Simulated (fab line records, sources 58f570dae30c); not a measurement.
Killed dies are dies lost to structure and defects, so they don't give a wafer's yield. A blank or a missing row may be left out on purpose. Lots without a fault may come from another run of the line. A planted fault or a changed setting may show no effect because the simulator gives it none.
A struck lot beside a sound one | flow berkeley_cmos170 | 14 steps out of a route of 331
Sound: wafers L137.2, L137.4, L137.6. Struck: wafers L146.1, L146.4, L146.6. The cause comes at the end.
At each step with rows: each side's tool, then ch and its chambers, then its first start. Under that, the readings that differ: sound wafers | struck wafers | difference of the means | sigmas: that difference in standard deviations of wafers without a fault.
alike: readings whose means differ by less than 2 such deviations, and words and numbers that are the same on both sides. not compared: withheld readings, readings that some wafer has no value for, bounds like >300 that may hide the same value, and numbers for which the record gives no deviation and whose values overlap.
The two part at a step that has a row with sigmas, a row that says differs or no value, or rows on one side only. Numbers that don't overlap but have no deviation are shown without sigmas and don't part them. A reading that every wafer of one side lacks parts them only if that side has two wafers or more.

UCB170_SDANNEAL_RTA_01: time 5 s.
  sound on rtp_anneal-02 ch 0, day 8 13:59; struck on rtp_anneal-02 ch 0, day 10 16:26
  alike: lamp_power_pct, wafer_temp_C_max
UCB170_SDANNEAL_RS_MEAS_02: measures by four-point-probe.
  sound on film_metro-02, day 8 14:03; struck on film_metro-03, day 10 16:29
  alike: PSD_RS
UCB170_SDANNEAL_RS_MEAS_03: measures by four-point-probe.
  sound on film_metro-02, day 8 14:10; struck on film_metro-03, day 10 16:37
  alike: NSD_RS
UCB170_SDANNEAL_RS_MEAS_04: measures by four-point-probe.
  sound on film_metro-02, day 8 14:17; struck on film_metro-03, day 10 16:44
  alike: PLDD_RS
UCB170_SDANNEAL_RS_MEAS_05: measures by four-point-probe.
  sound on film_metro-02, day 8 14:25; struck on film_metro-03, day 10 16:51
  alike: NLDD_RS
then, 1 step without rows for these wafers: UCB170_SILICIDE_PRE_CLEAN_00 (preclean etch time 60 s).
UCB170_SILICIDE_SPUTTER_01: material Ti, target thk 30 nm, time 25 s.
  sound on pvd_sputter-04, day 8 14:34; struck on pvd_sputter-04, day 10 17:02
  alike: throttle_valve_pct
UCB170_SILICIDE_RS_MEAS_02: measures by four-point-probe.
  sound on film_metro-04, day 8 14:37; struck on film_metro-01, day 10 17:04
  alike: SILICIDE_TI_RS
UCB170_SILICIDE_THK_MEAS_03: measures by xrf.
  sound on film_metro-04, day 8 14:44; struck on film_metro-01, day 10 17:11
  alike: SILICIDE_TI_THK
UCB170_SILICIDE_RTA_04: time 15 s.
  sound on rtp_anneal-01 ch 0, day 8 14:48; struck on rtp_anneal-02 ch 0, day 10 17:14
  reading            | sound          | struck         | difference | sigmas
  lamp_power_pct (%) | 11.3 11.3 11.3 | 10.4 10.4 10.4 | -0.9       | -2
  alike: wafer_temp_C_max
then, 2 steps without rows for these wafers: UCB170_SILICIDE_WET_ETCH_05 (etches Ti in SPM, time 45 s); UCB170_CONTACT_CLEAN_00 (cleans in SPM, time 600 s).
UCB170_CONTACT_CVD_01: deposits PSG from SiH4/O2/PH3, target thk 700 nm, time 2820 s.
  sound on lpcvd-01 ch 1, day 8 16:23; struck on lpcvd-01 ch 1, day 10 17:39
  no value came back on the struck wafers for o2_flow_sccm (sccm), ph3_flow_sccm (sccm), pressure_mtorr (mTorr), spike_tc_load_C (C); on the sound wafers o2_flow_sccm (sccm) reads 90.42 90.30 90.07
UCB170_M3_PROBE_99:
  the record has rows for the sound wafers here (prober-01, day 9 13:16) and none for the struck ones

WHERE THEY PART
First at UCB170_SILICIDE_RTA_04; last, within this record, at UCB170_M3_PROBE_99.

WHY: what the simulator had put in
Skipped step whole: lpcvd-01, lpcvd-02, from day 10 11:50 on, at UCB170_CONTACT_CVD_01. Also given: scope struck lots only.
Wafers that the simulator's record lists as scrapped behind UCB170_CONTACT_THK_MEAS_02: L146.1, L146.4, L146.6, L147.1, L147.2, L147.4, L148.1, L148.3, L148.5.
